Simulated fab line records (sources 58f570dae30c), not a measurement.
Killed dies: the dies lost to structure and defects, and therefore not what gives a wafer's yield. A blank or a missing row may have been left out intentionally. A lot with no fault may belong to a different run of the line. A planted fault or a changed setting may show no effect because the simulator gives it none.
fab line records -- flow berkeley_cmos170
record lots=14, wafers=42, last_day=11
route steps=331 shown M1@244
lots that met no fault: taken from a fault-free run of the same line
start_h: hours from the record's first day to the start of the lot's first wafer shown -- wait_h: hours from the lot's prior step to this one -- " same as the row above -- L1.1+2: several wafers, shown together as one row -- - no value, or no start given -- * or withheld: withheld -- < > ~ a bound
route shown NAME@n: a module of which the file shows steps, and the number in the route of the first -- usual: mean/standard deviation of fault-free wafers -- same: alike in all rows -- chamber/n: place in a boat -- sites: readings site by site -- _std_site: the values' standard deviation -- _edge_site: mean of outer sites minus mean of inner sites -- radius_mm: for every site, how far away it sits from the centre of the wafer -- mask NAME#n: copy n -- behind: the tool/chamber that last shaped the wafer -- hold: the reason the lot was held/the length of the hold in hours/how it ended -- device: transistor that didn't switch, given as n, p or np -- end of line: tests run on the same wafers once the route is complete -- for a step that has no rows: nothing shown but its recipe -- killed: dies that structure and defects cost at the first sort, which is not the same as the wafer's yield -- map: a wafer's dies, marking killed ones x, the rest . and places with no die _
set.NAME: the setting that was run; set.NAME@STEP: the one run at that earlier step -- model.NAME: the simulator's own value behind a step, which no gauge read
one table for each step of the route and one row for each wafer, over a sample of lots
services: a tool's chamber out of use, with start hour (start_h, from the record's first day; less than 0 if before it), hours out, and reason
## steps
# step UCB170_M1_EXPOSE_06
# recipe mask_id=METAL1, target_cd_nm=700, na=0.5, sigma_outer=0.6, source_shape=conventional, dose_mj=21.41
# usual exposure_dose_mJ_cm2=20.944/0.025, focus_offset_nm=0.0/0.44
lot.wafer,tool,chamber,start_h,wait_h,mask,exposure_dose_mJ_cm2,focus_offset_nm
L972.1,krf_scanner-01,0,157.89,-,METAL1#0,20.935,0.3
L972.3,krf_scanner-01,0,157.89,-,METAL1#0,20.938,0.3
L972.6,krf_scanner-01,0,157.89,-,METAL1#0,20.946,0.4
L973.2,krf_scanner-02,0,158.36,-,METAL1#0,20.940,0.0
L973.5,krf_scanner-02,0,158.36,-,METAL1#0,20.905,0.3
L973.6,krf_scanner-02,0,158.36,-,METAL1#0,20.917,0.3
L971.2,krf_scanner-01,0,159.13,-,METAL1#0,20.933,0.6
L971.5,krf_scanner-01,0,159.13,-,METAL1#0,20.970,-0.5
L971.6,krf_scanner-01,0,159.13,-,METAL1#0,20.970,-0.2
L977.4,krf_scanner-01,0,181.11,-,METAL1#0,20.960,-0.5
L977.5,krf_scanner-01,0,181.11,-,METAL1#0,20.951,0.3
L977.6,krf_scanner-01,0,181.11,-,METAL1#0,20.977,-0.5
L979.2,krf_scanner-01,0,183.14,-,METAL1#0,20.909,-0.2
L979.3,krf_scanner-01,0,183.14,-,METAL1#0,20.932,0.7
L979.4,krf_scanner-01,0,183.14,-,METAL1#0,20.898,0.3
L976.2,krf_scanner-02,0,183.48,-,METAL1#0,20.941,0.6
L976.5,krf_scanner-02,0,183.48,-,METAL1#0,20.936,-0.4
L976.6,krf_scanner-02,0,183.48,-,METAL1#0,20.945,0.1
L982.1,krf_scanner-02,0,202.86,-,METAL1#0,20.869,0.5
L982.3,krf_scanner-02,0,202.86,-,METAL1#0,20.901,-0.1
L982.6,krf_scanner-02,0,202.86,-,METAL1#0,20.928,0.2
L981.2,krf_scanner-02,0,204.24,-,METAL1#0,20.904,0.8
L981.3,krf_scanner-02,0,204.24,-,METAL1#0,20.926,-0.6
L981.4,krf_scanner-02,0,204.24,-,METAL1#0,20.932,-0.2
L985.3,krf_scanner-02,0,224.32,-,METAL1#0,20.950,-0.6
L985.5,krf_scanner-02,0,224.32,-,METAL1#0,20.933,-0.4
L985.6,krf_scanner-02,0,224.32,-,METAL1#0,20.924,-1.0
L983.4,krf_scanner-01,0,227.11,-,METAL1#0,20.971,0.6
L983.5,krf_scanner-01,0,227.11,-,METAL1#0,20.936,0.2
L983.6,krf_scanner-01,0,227.11,-,METAL1#0,20.928,0.0
L984.2,krf_scanner-01,0,227.52,-,METAL1#0,20.970,1.1
L984.3,krf_scanner-01,0,227.52,-,METAL1#0,20.939,0.1
L984.4,krf_scanner-01,0,227.52,-,METAL1#0,20.929,-0.2
L992.2,krf_scanner-02,0,257.52,-,METAL1#0,20.612,-0.7
L992.4,krf_scanner-02,0,257.52,-,METAL1#0,20.637,-0.3
L992.5,krf_scanner-02,0,257.52,-,METAL1#0,20.611,-0.1
L993.3,krf_scanner-02,0,257.99,-,METAL1#0,20.616,0.1
L993.5,krf_scanner-02,0,257.99,-,METAL1#0,20.612,-0.3
L993.6,krf_scanner-02,0,257.99,-,METAL1#0,20.592,0.2
L994.1,krf_scanner-01,0,259.20,-,METAL1#0,20.955,-0.5
L994.2,krf_scanner-01,0,259.20,-,METAL1#0,20.939,-0.1
L994.4,krf_scanner-01,0,259.20,-,METAL1#0,20.932,-0.1
# step UCB170_M1_CD_MEAS_09
# recipe target_cd_nm=700
# usual cd_nm=699.8/1.7
lot.wafer,tool,chamber,start_h,wait_h,cd_nm
L972.1,cd_sem-01,-,158.74,-,697.6
L972.3,cd_sem-01,-,158.74,-,698.6
L972.6,cd_sem-01,-,158.74,-,698.2
L973.2,cd_sem-01,-,159.31,-,700.8
L973.5,cd_sem-01,-,159.31,-,701.1
L973.6,cd_sem-01,-,159.31,-,700.1
L971.2,cd_sem-01,-,160.25,-,697.4
L971.5,cd_sem-01,-,160.25,-,697.0
L971.6,cd_sem-01,-,160.25,-,698.1
L977.4,cd_sem-02,-,181.50,-,699.9
L977.5,cd_sem-02,-,181.50,-,699.7
L977.6,cd_sem-02,-,181.50,-,701.1
L979.2,cd_sem-01,-,183.87,-,699.2
L979.3,cd_sem-01,-,183.87,-,700.0
L979.4,cd_sem-01,-,183.87,-,700.3
L976.2,cd_sem-01,-,184.59,-,700.3
L976.5,cd_sem-01,-,184.59,-,700.6
L976.6,cd_sem-01,-,184.59,-,701.2
L982.1,cd_sem-02,-,203.64,-,702.5
L982.3,cd_sem-02,-,203.64,-,701.6
L982.6,cd_sem-02,-,203.64,-,702.5
L981.2,cd_sem-02,-,204.64,-,700.9
L981.3,cd_sem-02,-,204.64,-,700.4
L981.4,cd_sem-02,-,204.64,-,701.7
L985.3,cd_sem-02,-,225.46,-,698.7
L985.5,cd_sem-02,-,225.46,-,696.6
L985.6,cd_sem-02,-,225.46,-,698.3
L983.4,cd_sem-02,-,227.97,-,697.8
L983.5,cd_sem-02,-,227.97,-,698.4
L983.6,cd_sem-02,-,227.97,-,699.2
L984.2,cd_sem-01,-,228.15,-,700.0
L984.3,cd_sem-01,-,228.15,-,699.0
L984.4,cd_sem-01,-,228.15,-,698.5
L992.2,cd_sem-01,-,258.23,-,684.6
L992.4,cd_sem-01,-,258.23,-,695.9
L992.5,cd_sem-01,-,258.23,-,695.9
L993.3,cd_sem-02,-,258.52,-,688.9
L993.5,cd_sem-02,-,258.52,-,685.0
L993.6,cd_sem-02,-,258.52,-,693.2
L994.1,cd_sem-01,-,259.59,-,697.6
L994.2,cd_sem-01,-,259.59,-,698.6
L994.4,cd_sem-01,-,259.59,-,698.4
## services
tool,chamber,start_h,hours,kind
krf_scanner-01,-,139.27,4.0,pm
krf_scanner-01,-,145.38,4.0,repair
krf_scanner-01,0,158.11,-,calibration
krf_scanner-01,-,160.16,1.0,pm
krf_scanner-02,-,191.19,1.0,pm
krf_scanner-02,-,208.65,4.4,pm
krf_scanner-01,-,213.05,0.8,pm
krf_scanner-02,0,228.32,-,calibration
krf_scanner-02,-,249.79,0.8,pm
krf_scanner-01,-,250.21,1.7,repair
## key
first_sign step=UCB170_M1_EXPOSE_06, reading=exposure_dose_mJ_cm2, direction=down, sigmas=13, usual=20.944, struck=20.613
effect step=UCB170_M1_CD_MEAS_09, reading=cd_nm, direction=down, sigmas=5.3, usual=699.8, struck=690.6, through=control_loop
met_at UCB170_M1_EXPOSE_06
struck_lots L992,L993
loop_trim step=UCB170_M1_EXPOSE_06, setting=dose, lots=L992,L993
onset_between 224.32 257.52
fault kind=process_parameter_drift, tool=krf_scanner-02, chamber=-, onset_h=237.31, steps=UCB170_M1_EXPOSE_06, channel=focus_nm, offset=520.31, spread_by_wafer=0.3, shape=step, end_h=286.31
# loop_trim: a control loop set the setting to another value than it would have without faults
